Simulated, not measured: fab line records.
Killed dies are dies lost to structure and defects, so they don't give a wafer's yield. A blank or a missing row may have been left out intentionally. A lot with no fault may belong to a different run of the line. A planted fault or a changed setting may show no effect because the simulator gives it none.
fab line records -- flow berkeley_cmos170
record lots=5, wafers=23
route steps=331 shown START@3 NWELL@21 PWELL@39 ACTIVE@70 PFIELD@86 SCREENOX@101 PVT@122 PLDD@148
start_h: the number of hours between the record's first day and the start of the first shown wafer of the lot -- wait_h: hours elapsed since this lot's preceding step -- " as in the row above -- L1.1+2: a single row standing in for several wafers -- - no value, or no start given -- * or withheld: withheld -- < > ~ a bound
route shown NAME@n: NAME is a module with steps in the file, n the number in the route of the first one -- usual: the fault-free wafers' mean and standard deviation -- same: alike in all rows -- chamber/n: place in a boat -- sites: per-site readings -- _std_site: their standard deviation -- _edge_site: the outer-site mean with the inner-site mean subtracted -- radius_mm: for every site, how far away it sits from the centre of the wafer -- mask NAME#n: copy n -- behind: the last tool/chamber to shape the wafer -- hold: the reason the lot was held/the length of the hold in hours/how it ended -- device: whichever transistor did not switch (one of n, p or np) -- end of line: the tests these same wafers got at the end of their route -- for a step that has no rows: nothing shown but its recipe -- killed: count of dies lost to structure and defects at first sort (not the wafer's yield) -- map: the dies of a wafer, with x for killed, . for not killed, _ for no die there
set.NAME: setting as actually run; set.NAME@STEP: the setting as run at that earlier step -- model.NAME: the simulator's own value behind a step, which no gauge read
lots with deliberately changed settings; one table per step, one row per wafer
## steps
# step UCB170_START_OXIDATION_02
# recipe temp_c=950, ambient=O2, target_thk_a=200, ox_time_s=1800
lot.wafer,tool,chamber,start_h,wait_h,set.ox_time_s,model.SiO2_of_START_OXIDATION_02.thk_nm
L078.1,furnace-01,0,30.66,0.5,1800,20.45
L078.2,furnace-01,0,30.66,0.5,1800,20.41
L078.4,furnace-01,0,30.66,0.5,1800,20.63
L079.2,-,-,-,5.3,1958,21.13
L079.3,-,-,-,5.3,1958,21.74
L079.4,-,-,-,5.3,1958,21.42
L079.5,-,-,-,5.3,1958,21.4
L079.6,-,-,-,5.3,1958,21.46
L081.1,-,-,-,3.9,1583,18.36
L081.2,-,-,-,3.9,1583,18.66
L081.4,-,-,-,3.9,1583,18.44
L081.5,-,-,-,3.9,1583,18.65
L081.6,-,-,-,3.9,1583,18.27
L082.2,-,-,-,3.1,1871,21.09
L082.3,-,-,-,3.1,1871,21.03
L082.4,-,-,-,3.1,1871,21.21
L082.5,-,-,-,3.1,1871,21.1
L082.6,-,-,-,3.1,1871,21.08
L084.1,-,-,-,4.9,1945,21.28
L084.2,-,-,-,4.9,1945,21.34
L084.3,-,-,-,4.9,1945,21.73
L084.4,-,-,-,4.9,1945,21.59
L084.6,-,-,-,4.9,1945,21.6
# step UCB170_START_THK_MEAS_03
# recipe reads=SiO2_of_START_OXIDATION_02
# usual START_OXIDE_THK=20.3/0.39
lot.wafer,tool,chamber,start_h,wait_h,set.ox_time_s@START_OXIDATION_02,START_OXIDE_THK[nm]
L078.1,film_metro-02,-,32.19,0.0,1800,20.5
L078.2,film_metro-02,-,32.19,0.0,1800,20.4
L078.4,film_metro-02,-,32.19,0.0,1800,20.6
L079.2,film_metro-04,-,-,-,1958,21.2
L079.3,film_metro-04,-,-,-,1958,21.7
L079.4,film_metro-04,-,-,-,1958,21.4
L079.5,film_metro-04,-,-,-,1958,21.4
L079.6,film_metro-04,-,-,-,1958,21.4
L081.1,film_metro-03,-,-,-,1583,18.4
L081.2,film_metro-03,-,-,-,1583,18.7
L081.4,film_metro-03,-,-,-,1583,18.5
L081.5,film_metro-03,-,-,-,1583,18.6
L081.6,film_metro-03,-,-,-,1583,18.3
L082.2,film_metro-04,-,-,-,1871,21.1
L082.3,film_metro-04,-,-,-,1871,21.0
L082.4,film_metro-04,-,-,-,1871,21.2
L082.5,film_metro-04,-,-,-,1871,21.1
L082.6,film_metro-04,-,-,-,1871,21.1
L084.1,film_metro-04,-,-,-,1945,21.3
L084.2,film_metro-04,-,-,-,1945,21.3
L084.3,film_metro-04,-,-,-,1945,21.7
L084.4,film_metro-04,-,-,-,1945,21.6
L084.6,film_metro-04,-,-,-,1945,21.6
# step UCB170_NWELL_COAT_07
# recipe resist=KrF, spin_rpm=1500, resist_thk_nm=900
lot.wafer,tool,chamber,start_h,wait_h,set.resist_thk_nm,model.KrF_of_NWELL_COAT_07.thk_nm
L078.1,litho_track-01,0,51.98,0.1,900,895.2
L078.2,litho_track-01,0,51.98,0.1,900,893.9
L078.4,litho_track-01,0,51.98,0.1,900,897
L079.2,litho_track-04,0,55.85,0.1,900,904.6
L079.3,litho_track-04,0,55.85,0.1,900,906.7
L079.4,litho_track-04,0,55.85,0.1,854,860.5
L079.5,litho_track-04,0,55.85,0.1,854,859.7
L079.6,litho_track-04,0,55.85,0.1,900,905.4
L081.1,litho_track-04,0,73.88,0.1,900,899.9
L081.2,litho_track-04,0,73.88,0.1,900,900.7
L081.4,litho_track-04,0,73.88,0.1,900,898.5
L081.5,litho_track-04,0,73.88,0.1,900,898.6
L081.6,litho_track-04,0,73.88,0.1,900,899.3
L082.2,litho_track-01,0,74.20,0.1,900,898.8
L082.3,litho_track-01,0,74.20,0.1,937.4,936.3
L082.4,litho_track-01,0,74.20,0.1,900,899.6
L082.5,litho_track-01,0,74.20,0.1,937.4,936
L082.6,litho_track-01,0,74.20,0.1,900,899.8
L084.1,litho_track-04,0,80.07,0.1,900,898.1
L084.2,litho_track-04,0,80.07,0.1,854.1,855.1
L084.3,litho_track-04,0,80.07,0.1,854.1,851.5
L084.4,litho_track-04,0,80.07,0.1,854.1,852.6
L084.6,litho_track-04,0,80.07,0.1,900,899.7
# step UCB170_NWELL_SOFTBAKE_08
# recipe resist=KrF, temp_c=130, time_s=60
# step UCB170_NWELL_EXPOSE_09
# recipe mask_id=NWELL, target_cd_nm=3000, na=0.5, sigma_outer=0.6, source_shape=conventional, dose_mj=25
# step UCB170_NWELL_DEVELOP_11
# recipe developer=TMAH, develop_time_s=45, resist=KrF, dev_temp_c=21
# step UCB170_NWELL_ETCH_13
# recipe chemistry=CH3F/Ar/O2, target=Si3N4, stop_on=SiO2, CH3F_flow_sccm=20, Ar_flow_sccm=50, O2_flow_sccm=7, pressure_mtorr=50, rf_w=450, target_depth_a=2464, over_etch_frac=0.1, time_s=154
lot.wafer,tool,chamber,start_h,wait_h,set.resist_thk_nm@NWELL_COAT_07,model.KrF_of_NWELL_COAT_07.thk_nm
L078.1,rie_diel-02,0,52.70,0.0,900,720.2
L078.2,rie_diel-02,2,52.70,0.0,900,715.1
L078.4,rie_diel-02,1,52.70,0.0,900,716.9
L079.2,rie_diel-02,2,56.55,0.0,900,726.9
L079.3,rie_diel-02,0,56.55,0.0,900,733.2
L079.4,rie_diel-02,1,56.55,0.0,854,682.4
L079.5,rie_diel-02,3,56.55,0.0,854,679.4
L079.6,rie_diel-02,2,56.55,0.0,900,728.4
L081.1,rie_diel-02,0,76.14,0.0,900,727.8
L081.2,rie_diel-02,3,76.14,0.0,900,719.7
L081.4,rie_diel-02,2,76.14,0.0,900,722
L081.5,rie_diel-02,0,76.14,0.0,900,725.2
L081.6,rie_diel-02,1,76.14,0.0,900,720.1
L082.2,rie_diel-01,2,76.17,0.0,900,717.9
L082.3,rie_diel-01,3,76.17,0.0,937.4,754.9
L082.4,rie_diel-01,0,76.17,0.0,900,718.2
L082.5,rie_diel-01,1,76.17,0.0,937.4,753.6
L082.6,rie_diel-01,2,76.17,0.0,900,717
L084.1,rie_diel-03,2,82.03,0.0,900,719.6
L084.2,rie_diel-03,3,82.03,0.0,854.1,678.7
L084.3,rie_diel-03,0,82.03,0.0,854.1,675.7
L084.4,rie_diel-03,2,82.03,0.0,854.1,674.6
L084.6,rie_diel-03,0,82.03,0.0,900,723.6
# step UCB170_NWELL_IMPLANT_14
# recipe species=P, dose_cm2=1e+13, energy_kev=150, tilt_deg=7
lot.wafer,tool,chamber,start_h,wait_h,set.energy_kev,model.implant.rp_nm,model.implant.drp_nm
L078.1+2+4,implanter-04,0,52.81,0.1,150,187.3,62.72
L079.2+3+4+5+6,implanter-02,0,56.68,0.1,150,189.3,62.72
L081.1+4,implanter-04,0,76.24,0.1,150,186.2,62.72
L081.2+5+6,implanter-04,0,76.24,0.1,157.8,196.2,65.15
L082.2+4,implanter-02,0,76.30,0.1,150,194.2,62.72
L082.3+5+6,implanter-02,0,76.30,0.1,155.5,201.6,64.44
L084.1+4+6,implanter-02,0,82.13,0.1,150,185.4,62.72
L084.2+3,implanter-02,0,82.13,0.1,157.8,195.5,65.15
# step UCB170_NWELL_STRIP_15
# recipe chemistry=O2, power_w=400, pressure_mtorr=3500, platen_temp_c=withheld, o2_flow_sccm=400, overash_fraction=0.5
# usual strip_time_to_endpoint_s=17.99/0.092
lot.wafer,tool,chamber,start_h,wait_h,set.resist_thk_nm@NWELL_COAT_07,strip_time_to_endpoint_s
L078.1,plasma_asher-03,0,52.96,0.1,900,17.99
L078.2,plasma_asher-03,1,52.96,0.1,900,17.87
L078.4,plasma_asher-03,0,52.96,0.1,900,17.92
L079.2,plasma_asher-01,0,56.81,0.1,900,18.14
L079.3,plasma_asher-01,0,56.81,0.1,900,18.29
L079.4,plasma_asher-01,1,56.81,0.1,854,17.07
L079.5,plasma_asher-01,0,56.81,0.1,854,17.00
L079.6,plasma_asher-01,1,56.81,0.1,900,18.20
L081.1,plasma_asher-03,1,76.39,0.1,900,18.16
L081.2,plasma_asher-03,0,76.39,0.1,900,17.97
L081.4,plasma_asher-03,1,76.39,0.1,900,18.02
L081.5,plasma_asher-03,1,76.39,0.1,900,18.10
L081.6,plasma_asher-03,0,76.39,0.1,900,17.98
L082.2,plasma_asher-01,0,76.42,0.1,900,17.94
L082.3,plasma_asher-01,0,76.42,0.1,937.4,18.80
L082.4,plasma_asher-01,1,76.42,0.1,900,17.93
L082.5,plasma_asher-01,1,76.42,0.1,937.4,18.79
L082.6,plasma_asher-01,0,76.42,0.1,900,17.92
L084.1,plasma_asher-01,1,82.28,0.1,900,17.96
L084.2,plasma_asher-01,0,82.28,0.1,854.1,16.99
L084.3,plasma_asher-01,1,82.28,0.1,854.1,16.92
L084.4,plasma_asher-01,0,82.28,0.1,854.1,16.90
L084.6,plasma_asher-01,0,82.28,0.1,900,18.06
# step UCB170_PWELL_CVD_05
# recipe material=Si3N4, target_thk_nm=220, temp_c=800, precursor=SiH2Cl2/NH3, time_s=3300, pressure_mtorr=200, sih2cl2_flow_sccm=25, nh3_flow_sccm=75
lot.wafer,tool,chamber,start_h,wait_h,set.sih2cl2_flow_sccm,model.Si3N4_of_PWELL_CVD_05.thk_nm
L078.1,lpcvd-02,0,67.54,0.0,25,219.4
L078.2,lpcvd-02,0,67.54,0.0,25,221
L078.4,lpcvd-02,0,67.54,0.0,25,221.3
L079.2,-,-,-,1.6,25,224.8
L079.3,-,-,-,1.6,25,224.6
L079.4,-,-,-,1.6,25,224.7
L079.5,-,-,-,1.6,25,223.8
L079.6,-,-,-,1.6,25,224.1
L081.1,-,-,-,0.0,25,217.7
L081.2,-,-,-,0.0,25,219.3
L081.4,-,-,-,0.0,25,219.1
L081.5,-,-,-,0.0,25,218.8
L081.6,-,-,-,0.0,25,218.5
L082.2,-,-,-,0.0,26.58,222.4
L082.3,-,-,-,0.0,26.58,222.1
L082.4,-,-,-,0.0,26.58,223.7
L082.5+6,-,-,-,0.0,26.58,221.7
L084.1,-,-,-,0.0,22.14,210.1
L084.2,-,-,-,0.0,22.14,208.8
L084.3,-,-,-,0.0,22.14,209.8
L084.4,-,-,-,0.0,22.14,209.4
L084.6,-,-,-,0.0,22.14,208.6
# step UCB170_ACTIVE_EXPOSE_10
# recipe mask_id=ACTIVE, target_cd_nm=1200, na=0.5, sigma_outer=0.6, source_shape=conventional, dose_mj=20
lot.wafer,tool,chamber,start_h,wait_h,mask,set.dose_mj
L078.1+2+4,krf_scanner-01,0,97.90,0.1,ACTIVE#0,20
L079.2+5+6,krf_scanner-02,0,108.32,0.2,ACTIVE#0,20
L079.3+4,krf_scanner-02,0,108.32,0.2,ACTIVE#0,21.21
L081.1+2,krf_scanner-02,0,116.00,0.2,ACTIVE#0,21.49
L081.4+5+6,krf_scanner-02,0,116.00,0.2,ACTIVE#0,20
L082.2+3,krf_scanner-01,0,116.26,0.4,ACTIVE#0,20
L082.4+5+6,krf_scanner-01,0,116.26,0.4,ACTIVE#0,18.78
L084.1+2+3,krf_scanner-02,0,123.36,0.2,ACTIVE#0,19.39
L084.4+6,krf_scanner-02,0,123.36,0.2,ACTIVE#0,20
# step UCB170_ACTIVE_PEB_11
# recipe peb_temp_c=130, peb_time_s=withheld, resist=KrF
# step UCB170_ACTIVE_DEVELOP_12
# recipe developer=TMAH, develop_time_s=45, resist=KrF, dev_temp_c=21
# step UCB170_ACTIVE_CD_MEAS_13
# recipe target_cd_nm=1200
# usual cd_nm=1200.2/1.1
lot.wafer,tool,chamber,start_h,wait_h,set.dose_mj@ACTIVE_EXPOSE_10,cd_nm
L078.1,cd_sem-02,-,98.29,-,20,1202.2
L078.2,cd_sem-02,-,98.29,-,20,1202.3
L078.4,cd_sem-02,-,98.29,-,20,1200.4
L079.2,cd_sem-02,-,109.28,-,20,1199.4
L079.3,cd_sem-02,-,109.28,-,21.21,1188.8
L079.4,cd_sem-02,-,109.28,-,21.21,1189.3
L079.5,cd_sem-02,-,109.28,-,20,1198.1
L079.6,cd_sem-02,-,109.28,-,20,1198.6
L081.1,cd_sem-01,-,116.64,-,21.49,1186.9
L081.2,cd_sem-01,-,116.64,-,21.49,1186.2
L081.4,cd_sem-01,-,116.64,-,20,1198.9
L081.5,cd_sem-01,-,116.64,-,20,1198.3
L081.6,cd_sem-01,-,116.64,-,20,1199.5
L082.2,cd_sem-02,-,116.94,-,20,1200.6
L082.3,cd_sem-02,-,116.94,-,20,1201.7
L082.4,cd_sem-02,-,116.94,-,18.78,1212.4
L082.5,cd_sem-02,-,116.94,-,18.78,1213.0
L082.6,cd_sem-02,-,116.94,-,18.78,1212.4
L084.1,cd_sem-01,-,124.15,-,19.39,1205.9
L084.2,cd_sem-01,-,124.15,-,19.39,1205.2
L084.3,cd_sem-01,-,124.15,-,19.39,1205.7
L084.4,cd_sem-01,-,124.15,-,20,1199.5
L084.6,cd_sem-01,-,124.15,-,20,1200.1
# step UCB170_ACTIVE_ETCH_15
# recipe chemistry=CH3F/Ar/O2, target=Si3N4, stop_on=SiO2, CH3F_flow_sccm=20, Ar_flow_sccm=50, O2_flow_sccm=7, pressure_mtorr=50, rf_w=450, target_depth_a=2420, over_etch_frac=0.1, time_s=151
lot.wafer,tool,chamber,start_h,wait_h,set.dose_mj@ACTIVE_EXPOSE_10,model.ACTIVE.cd_nm
L078.1+2,rie_diel-04,"1,3",98.44,0.0,20,1202
L078.4,rie_diel-04,2,98.44,0.0,20,1201
L079.2+5+6,rie_diel-03,"2,3,2",109.41,0.0,20,1199
L079.3+4,rie_diel-03,"0,3",109.41,0.0,21.21,1189
L081.1,rie_diel-01,3,116.80,0.0,21.49,1187
L081.2,rie_diel-01,2,116.80,0.0,21.49,1186
L081.4+6,rie_diel-01,"0,1",116.80,0.0,20,1199
L081.5,rie_diel-01,0,116.80,0.0,20,1198
L082.2,rie_diel-03,0,117.07,0.0,20,1201
L082.3,rie_diel-03,1,117.07,0.0,20,1202
L082.4+6,rie_diel-03,"3,1",117.07,0.0,18.78,1212
L082.5,rie_diel-03,0,117.07,0.0,18.78,1213
L084.1+3,rie_diel-03,"3,1",124.30,0.0,19.39,1206
L084.2,rie_diel-03,2,124.30,0.0,19.39,1205
L084.4,rie_diel-03,0,124.30,0.0,20,1200
L084.6,rie_diel-03,3,124.30,0.0,20,-
# step UCB170_ACTIVE_STRIP_16
# recipe chemistry=O2, power_w=400, pressure_mtorr=3500, platen_temp_c=withheld, o2_flow_sccm=400, overash_fraction=0.5
# step UCB170_ACTIVE_CD_MEAS_90
# recipe target_cd_nm=1200
# usual cd_nm=1200.3/1.1
lot.wafer,tool,chamber,start_h,wait_h,set.dose_mj@ACTIVE_EXPOSE_10,cd_nm
L078.1,cd_sem-02,-,98.64,0.1,20,1202.5
L078.2,cd_sem-02,-,98.64,0.1,20,1201.7
L078.4,cd_sem-02,-,98.64,0.1,20,1200.5
L079.2,cd_sem-02,-,109.63,0.1,20,1199.8
L079.3,cd_sem-02,-,109.63,0.1,21.21,1189.2
L079.4,cd_sem-02,-,109.63,0.1,21.21,1189.5
L079.5,cd_sem-02,-,109.63,0.1,20,1198.3
L079.6,cd_sem-02,-,109.63,0.1,20,1198.4
L081.1,cd_sem-01,-,117.00,0.1,21.49,1187.7
L081.2,cd_sem-01,-,117.00,0.1,21.49,1186.4
L081.4,cd_sem-01,-,117.00,0.1,20,1198.9
L081.5,cd_sem-01,-,117.00,0.1,20,1198.4
L081.6,cd_sem-01,-,117.00,0.1,20,1199.2
L082.2,cd_sem-01,-,117.29,0.1,20,1201.0
L082.3,cd_sem-01,-,117.29,0.1,20,1202.2
L082.4,cd_sem-01,-,117.29,0.1,18.78,1211.9
L082.5,cd_sem-01,-,117.29,0.1,18.78,1212.9
L082.6,cd_sem-01,-,117.29,0.1,18.78,1212.4
L084.1,cd_sem-02,-,124.50,0.1,19.39,1205.6
L084.2,cd_sem-02,-,124.50,0.1,19.39,1205.6
L084.3,cd_sem-02,-,124.50,0.1,19.39,1206.1
L084.4,cd_sem-02,-,124.50,0.1,20,1199.6
L084.6,cd_sem-02,-,124.50,0.1,20,1200.0
# step UCB170_PFIELD_IMPLANT_07
# recipe species=B, dose_cm2=2e+13, energy_kev=80, tilt_deg=7
lot.wafer,tool,chamber,start_h,wait_h,set.dose_cm2
L078.1+2+4,implanter-03,0,100.35,0.0,2e+13
L079.2+3+4,implanter-01,0,111.29,0.0,2e+13
L079.5+6,implanter-01,0,111.29,0.0,1.88e+13
L081.1+2+4+5+6,implanter-03,0,118.78,0.0,2e+13
L082.2+3+4,implanter-01,0,119.82,0.0,2.109e+13
L082.5+6,implanter-01,0,119.82,0.0,2e+13
L084.1+2+3+4+6,implanter-01,0,125.80,0.0,2e+13
# step UCB170_PFIELD_STRIP_08
# recipe chemistry=O2, power_w=400, pressure_mtorr=3500, platen_temp_c=withheld, o2_flow_sccm=400, overash_fraction=0.5
# step UCB170_PFIELD_TW_MEAS_09
# usual PFIELD_TW=600/4.2
lot.wafer,tool,chamber,start_h,wait_h,set.dose_cm2@PFIELD_IMPLANT_07,PFIELD_TW
L078.1,film_metro-03,-,100.60,0.1,2e+13,602
L078.2,film_metro-03,-,100.60,0.1,2e+13,601
L078.4,film_metro-03,-,100.60,0.1,2e+13,599
L079.2,film_metro-03,-,111.52,0.1,2e+13,601
L079.3,film_metro-03,-,111.52,0.1,2e+13,598
L079.4,film_metro-03,-,111.52,0.1,2e+13,602
L079.5,film_metro-03,-,111.52,0.1,1.88e+13,588
L079.6,film_metro-03,-,111.52,0.1,1.88e+13,592
L081.1,film_metro-03,-,119.03,0.1,2e+13,605
L081.2,film_metro-03,-,119.03,0.1,2e+13,607
L081.4,film_metro-03,-,119.03,0.1,2e+13,610
L081.5,film_metro-03,-,119.03,0.1,2e+13,603
L081.6,film_metro-03,-,119.03,0.1,2e+13,603
L082.2,film_metro-01,-,120.06,0.1,2.109e+13,614
L082.3,film_metro-01,-,120.06,0.1,2.109e+13,612
L082.4,film_metro-01,-,120.06,0.1,2.109e+13,615
L082.5,film_metro-01,-,120.06,0.1,2e+13,602
L082.6,film_metro-01,-,120.06,0.1,2e+13,603
L084.1,film_metro-02,-,126.05,0.1,2e+13,601
L084.2,film_metro-02,-,126.05,0.1,2e+13,594
L084.3,film_metro-02,-,126.05,0.1,2e+13,596
L084.4,film_metro-02,-,126.05,0.1,2e+13,596
L084.6,film_metro-02,-,126.05,0.1,2e+13,595
# step UCB170_SCREENOX_OXIDATION_01
# recipe temp_c=900, ambient=O2, target_thk_a=144, ox_time_s=2400
lot.wafer,tool,chamber,start_h,wait_h,set.ox_time_s,model.SiO2_of_SCREENOX_OXIDATION_01.thk_nm
L078.1,furnace-04,0,122.14,2.9,2400,14.55
L078.2,furnace-04,0,122.14,2.9,2400,14.43
L078.4,furnace-04,0,122.14,2.9,2400,14.62
L079.2,-,-,-,4.6,2050,13.3
L079.3,-,-,-,4.6,2050,13.39
L079.4,-,-,-,4.6,2050,13.48
L079.5,-,-,-,4.6,2050,13.64
L079.6,-,-,-,4.6,2050,13.29
L081.1,-,-,-,3.3,2400,14.77
L081.2,-,-,-,3.3,2400,14.61
L081.4,-,-,-,3.3,2400,14.81
L081.5,-,-,-,3.3,2400,14.96
L081.6,-,-,-,3.3,2400,14.93
L082.2,-,-,-,3.3,2727,16.05
L082.3,-,-,-,3.3,2727,16.11
L082.4,-,-,-,3.3,2727,16.09
L082.5,-,-,-,3.3,2727,15.87
L082.6,-,-,-,3.3,2727,16.33
L084.1,-,-,-,4.0,2609,15.18
L084.2,-,-,-,4.0,2609,15.19
L084.3,-,-,-,4.0,2609,15.08
L084.4,-,-,-,4.0,2609,15.21
L084.6,-,-,-,4.0,2609,15.27
# step UCB170_SCREENOX_THK_MEAS_02
# recipe reads=SiO2_of_SCREENOX_OXIDATION_01
# usual SCREENOX_OXIDE_THK=14.55/0.26
lot.wafer,tool,chamber,start_h,wait_h,set.ox_time_s@SCREENOX_OXIDATION_01,SCREENOX_OXIDE_THK[nm]
L078.1,film_metro-02,-,123.81,0.0,2400,14.59
L078.2,film_metro-02,-,123.81,0.0,2400,14.46
L078.4,film_metro-02,-,123.81,0.0,2400,14.64
L079.2,film_metro-03,-,-,-,2050,13.36
L079.3,film_metro-03,-,-,-,2050,13.38
L079.4,film_metro-03,-,-,-,2050,13.49
L079.5,film_metro-03,-,-,-,2050,13.65
L079.6,film_metro-03,-,-,-,2050,13.28
L081.1,film_metro-03,-,-,-,2400,14.80
L081.2,film_metro-03,-,-,-,2400,14.63
L081.4,film_metro-03,-,-,-,2400,14.79
L081.5,film_metro-03,-,-,-,2400,15.02
L081.6,film_metro-03,-,-,-,2400,14.90
L082.2,film_metro-04,-,-,-,2727,16.07
L082.3,film_metro-04,-,-,-,2727,16.13
L082.4,film_metro-04,-,-,-,2727,16.10
L082.5,film_metro-04,-,-,-,2727,15.88
L082.6,film_metro-04,-,-,-,2727,16.29
L084.1,film_metro-03,-,-,-,2609,15.16
L084.2,film_metro-03,-,-,-,2609,15.22
L084.3,film_metro-03,-,-,-,2609,15.12
L084.4,film_metro-03,-,-,-,2609,15.19
L084.6,film_metro-03,-,-,-,2609,15.29
# step UCB170_PVT_IMPLANT_07
# recipe species=P, dose_cm2=2e+12, energy_kev=30, tilt_deg=7
lot.wafer,tool,chamber,start_h,wait_h,set.energy_kev,model.implant.rp_nm,model.implant.drp_nm
L078.1+2+4,implanter-02,0,130.56,0.0,30,36.12,16.56
L079.2+5,implanter-04,0,143.45,0.0,28.43,36.2,16.03
L079.3+4+6,implanter-04,0,143.45,0.0,30,37.53,16.56
L082.2+4+6,implanter-04,0,151.54,0.0,30,36.35,16.56
L082.3+5,implanter-04,0,151.54,0.0,31.5,38.08,17.26
L081.1+2+4+5+6,implanter-02,0,151.88,0.0,30,36.13,16.56
L084.1+2+4,implanter-02,0,159.59,0.0,30,36.78,16.56
L084.3+6,implanter-02,0,159.59,0.0,31.71,38.78,17.35
# step UCB170_PVT_STRIP_08
# recipe chemistry=O2, power_w=400, pressure_mtorr=3500, platen_temp_c=withheld, o2_flow_sccm=400, overash_fraction=0.5
# step UCB170_PVT_TW_MEAS_09
# usual PVT_TW=509/3
lot.wafer,tool,chamber,start_h,wait_h,set.energy_kev@PVT_IMPLANT_07,PVT_TW
L078.1,film_metro-01,-,130.81,0.1,30,509
L078.2,film_metro-01,-,130.81,0.1,30,509
L078.4,film_metro-01,-,130.81,0.1,30,512
L079.2,film_metro-01,-,143.69,0.1,28.43,500
L079.3,film_metro-01,-,143.69,0.1,30,505
L079.4,film_metro-01,-,143.69,0.1,30,508
L079.5,film_metro-01,-,143.69,0.1,28.43,501
L079.6,film_metro-01,-,143.69,0.1,30,507
L082.2,film_metro-01,-,151.77,0.1,30,509
L082.3,film_metro-01,-,151.77,0.1,31.5,517
L082.4,film_metro-01,-,151.77,0.1,30,510
L082.5,film_metro-01,-,151.77,0.1,31.5,516
L082.6,film_metro-01,-,151.77,0.1,30,505
L081.1,film_metro-01,-,152.12,0.1,30,510
L081.2,film_metro-01,-,152.12,0.1,30,511
L081.4,film_metro-01,-,152.12,0.1,30,508
L081.5,film_metro-01,-,152.12,0.1,30,509
L081.6,film_metro-01,-,152.12,0.1,30,509
L084.1,film_metro-03,-,159.84,0.1,30,511
L084.2,film_metro-03,-,159.84,0.1,30,510
L084.3,film_metro-03,-,159.84,0.1,31.71,516
L084.4,film_metro-03,-,159.84,0.1,30,508
L084.6,film_metro-03,-,159.84,0.1,31.71,517
# step UCB170_PLDD_EXPOSE_03
# recipe mask_id=PSELECT, na=0.5, sigma_outer=0.6, source_shape=conventional, target_cd_nm=1200, dose_mj=30
lot.wafer,tool,chamber,start_h,wait_h,mask,set.dose_mj
L078.1+2+4,krf_scanner-01,0,145.99,0.1,PSELECT#0,30
L079.2+4,krf_scanner-02,0,156.61,0.1,PSELECT#0,28.82
L079.3+5+6,krf_scanner-02,0,156.61,0.1,PSELECT#0,30
L081.1+4+5,krf_scanner-02,0,168.23,0.2,PSELECT#0,30
L081.2+6,krf_scanner-02,0,168.23,0.2,PSELECT#0,28.51
L082.2+3+4+5+6,krf_scanner-02,0,168.48,0.1,PSELECT#0,30
L084.1+3,krf_scanner-02,0,174.49,0.3,PSELECT#0,30
L084.2+4+6,krf_scanner-02,0,174.49,0.3,PSELECT#0,31.22
# step UCB170_PLDD_PEB_04
# recipe peb_temp_c=130, peb_time_s=withheld, resist=KrF
# step UCB170_PLDD_DEVELOP_05
# recipe developer=TMAH, develop_time_s=45, resist=KrF, dev_temp_c=21
# step UCB170_PLDD_CD_MEAS_06
# recipe target_cd_nm=1200
# usual cd_nm=1199.2/1.2
lot.wafer,tool,chamber,start_h,wait_h,set.dose_mj@PLDD_EXPOSE_03,cd_nm
L078.1,cd_sem-01,-,146.38,-,30,1198.7
L078.2,cd_sem-01,-,146.38,-,30,1198.2
L078.4,cd_sem-01,-,146.38,-,30,1198.6
L079.2,cd_sem-02,-,157.13,-,28.82,1192.4
L079.3,cd_sem-02,-,157.13,-,30,1199.5
L079.4,cd_sem-02,-,157.13,-,28.82,1192.9
L079.5,cd_sem-02,-,157.13,-,30,1200.5
L079.6,cd_sem-02,-,157.13,-,30,1199.7
L081.1,cd_sem-01,-,168.70,-,30,1199.4
L081.2,cd_sem-01,-,168.70,-,28.51,1191.4
L081.4,cd_sem-01,-,168.70,-,30,1198.8
L081.5,cd_sem-01,-,168.70,-,30,1198.8
L081.6,cd_sem-01,-,168.70,-,28.51,1189.6
L082.2,cd_sem-01,-,168.87,-,30,1199.5
L082.3,cd_sem-01,-,168.87,-,30,1199.3
L082.4,cd_sem-01,-,168.87,-,30,1200.3
L082.5,cd_sem-01,-,168.87,-,30,1199.8
L082.6,cd_sem-01,-,168.87,-,30,1198.8
L084.1,cd_sem-01,-,174.91,-,30,1198.6
L084.2,cd_sem-01,-,174.91,-,31.22,1204.9
L084.3,cd_sem-01,-,174.91,-,30,1197.4
L084.4,cd_sem-01,-,174.91,-,31.22,1205.8
L084.6,cd_sem-01,-,174.91,-,31.22,1205.7
## key
split step=UCB170_START_OXIDATION_02, setting=ox_time_s, stated=1800, by=lot
response step=UCB170_START_OXIDATION_02, reading=model.SiO2_of_START_OXIDATION_02.thk_nm, change=+0.147, per=1%, r=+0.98
response step=UCB170_START_THK_MEAS_03, reading=START_OXIDE_THK, change=+0.146, per=1%, r=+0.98
split step=UCB170_NWELL_COAT_07, setting=resist_thk_nm, stated=900, by=wafer
response step=UCB170_NWELL_COAT_07, reading=model.KrF_of_NWELL_COAT_07.thk_nm, change=+8.92, per=1%, r=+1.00
response step=UCB170_NWELL_ETCH_13, reading=model.KrF_of_NWELL_COAT_07.thk_nm, change=+9.1, per=1%, r=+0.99
response step=UCB170_NWELL_STRIP_15, reading=strip_time_to_endpoint_s, change=*, per=1%, r=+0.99
split step=UCB170_NWELL_IMPLANT_14, setting=energy_kev, stated=150, by=wafer
response step=UCB170_NWELL_IMPLANT_14, reading=model.implant.rp_nm, change=+1.95, per=1%, r=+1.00
response step=UCB170_NWELL_IMPLANT_14, reading=model.implant.drp_nm, change=+0.467, per=1%, r=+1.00
split step=UCB170_PWELL_CVD_05, setting=sih2cl2_flow_sccm, stated=25, by=lot
response step=UCB170_PWELL_CVD_05, reading=model.Si3N4_of_PWELL_CVD_05.thk_nm, change=+0.793, per=1%, r=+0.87
split step=UCB170_ACTIVE_EXPOSE_10, setting=dose_mj, stated=20, by=wafer
response step=UCB170_ACTIVE_CD_MEAS_13, reading=cd_nm, change=-1.72, per=1%, r=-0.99
response step=UCB170_ACTIVE_ETCH_15, reading=model.ACTIVE.cd_nm, change=-1.67, per=1%, r=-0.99
response step=UCB170_ACTIVE_CD_MEAS_90, reading=cd_nm, change=-1.65, per=1%, r=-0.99
split step=UCB170_PFIELD_IMPLANT_07, setting=dose_cm2, stated=2e+13, by=wafer
response step=UCB170_PFIELD_TW_MEAS_09, reading=PFIELD_TW, change=+1.86, per=1%, r=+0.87
split step=UCB170_SCREENOX_OXIDATION_01, setting=ox_time_s, stated=2400, by=lot
response step=UCB170_SCREENOX_OXIDATION_01, reading=model.SiO2_of_SCREENOX_OXIDATION_01.thk_nm, change=+0.0885, per=1%, r=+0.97
response step=UCB170_SCREENOX_THK_MEAS_02, reading=SCREENOX_OXIDE_THK, change=+0.0883, per=1%, r=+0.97
split step=UCB170_PVT_IMPLANT_07, setting=energy_kev, stated=30, by=wafer
response step=UCB170_PVT_IMPLANT_07, reading=model.implant.rp_nm, change=+0.318, per=1%, r=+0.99
response step=UCB170_PVT_IMPLANT_07, reading=model.implant.drp_nm, change=+0.127, per=1%, r=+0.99
response step=UCB170_PVT_TW_MEAS_09, reading=PVT_TW, change=+1.37, per=1%, r=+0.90
split step=UCB170_PLDD_EXPOSE_03, setting=dose_mj, stated=30, by=wafer
response step=UCB170_PLDD_CD_MEAS_06, reading=cd_nm, change=+1.78, per=1%, r=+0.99
